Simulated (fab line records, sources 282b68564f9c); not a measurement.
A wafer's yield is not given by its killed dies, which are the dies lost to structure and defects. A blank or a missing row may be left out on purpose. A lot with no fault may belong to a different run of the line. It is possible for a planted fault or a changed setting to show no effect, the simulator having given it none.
2 desks looking at one fault | flow rit_cmos | numbers are kept per desk, each desk with only its own; the story behind them comes last

## THE TOOL OWNER'S DESK: rie_metal-03
The tool's own readings at RIT_M1_METAL_ETCH_12 (etches Al in Cl2/BCl3, stops on SiO2, time 165 s, target depth 600 nm): means of the sampled wafers that have a number, for each lot that ran on this tool. A lot is out of limits, marked OUT, if its mean lies more than 4 standard deviations from the usual mean; the brackets give that distance.
Columns: A = chamber_pressure_mTorr at RIT_M1_METAL_ETCH_12, usual 100.00 mTorr; B = drypump_motor_current_A at RIT_M1_METAL_ETCH_12, usual 5.71 A; C = he_backside_leak_sccm at RIT_M1_METAL_ETCH_12, usual 3.31 sccm; D = mfc_cl2_sccm at RIT_M1_METAL_ETCH_12, usual 60.03 sccm; E = oes_product_au at RIT_M1_METAL_ETCH_12, usual 0.781 a.u.; F = throttle_valve_pct at RIT_M1_METAL_ETCH_12, usual 8.26 %
lot  | first seen here | A      | B    | C    | D     | E     | F
L846 | day 4 23:32     | 99.96  | 5.40 | 3.56 | 60.06 | 0.778 | 8.39
L849 | day 5 14:59     | 100.02 | 5.61 | 3.43 | 59.97 | 0.784 | 8.38
L852 | day 6 07:41     | 100.05 | 5.82 | 3.44 | 60.11 | 0.788 | 8.33
L855 | day 6 23:09     | 100.00 | 5.82 | 3.34 | 59.91 | 0.778 | 8.33
L858 | day 8 04:49     | 99.95  | 5.81 | 3.81 | 60.08 | 0.788 | 8.34
This desk's finding: nothing out of limits on any of the 5 lots.

## AT THE METROLOGY DESK
Lot by lot, what the gauges showed, no matter which tool ran the lot: averages of those sampled wafers that carry a number. A lot is out of limits, marked OUT, if its mean lies more than 4 standard deviations from the usual mean; the brackets give that distance.
Columns: A = INCOMING_BOW at RIT_ACTIVE_BOW_MEAS_00, usual 0 um; B = PSD_TW at RIT_PSD_TW_MEAS_10, usual 3430; C = cd_nm at RIT_M1_CD_MEAS_90, usual 2599.3 nm
lot  | first seen here | A  | B    | C
L839 | day 1 10:00     | -1 | 3466 | 2600.7
L841 | day 1 20:01     | 1  | 3434 | 2601.3
L842 | day 2 01:01     | -1 | 3497 | 2600.9
L844 | day 2 11:00     | -4 | 3418 | 2599.9
L846 | day 2 21:00     | -8 | 3429 | 2595.9
L848 | day 3 07:00     | -1 | 3407 | 2601.0
L849 | day 3 12:02     | 5  | 3462 | 2600.8
L851 | day 3 22:02     | -3 | 3413 | 2598.6
L852 | day 4 03:00     | 1  | 3405 | 2602.3
L853 | day 4 08:02     | 1  | 3424 | 2597.6
L855 | day 4 18:00     | -4 | 3402 | 2606.8
L857 | day 5 04:01     | 5  | 3415 | 2596.3
L858 | day 5 09:04     | 0  | 3428 | 2607.8
L862 | day 6 05:01     | -5 | 3405 | 2596.7
This desk's finding: nothing out of limits on any of the 14 lots.

## PUT TOGETHER
Nothing out of limits was seen by the tool owner's desk.
From the metrology desk's view, nothing was out of limits.

## WHAT THE SIMULATOR PUT IN
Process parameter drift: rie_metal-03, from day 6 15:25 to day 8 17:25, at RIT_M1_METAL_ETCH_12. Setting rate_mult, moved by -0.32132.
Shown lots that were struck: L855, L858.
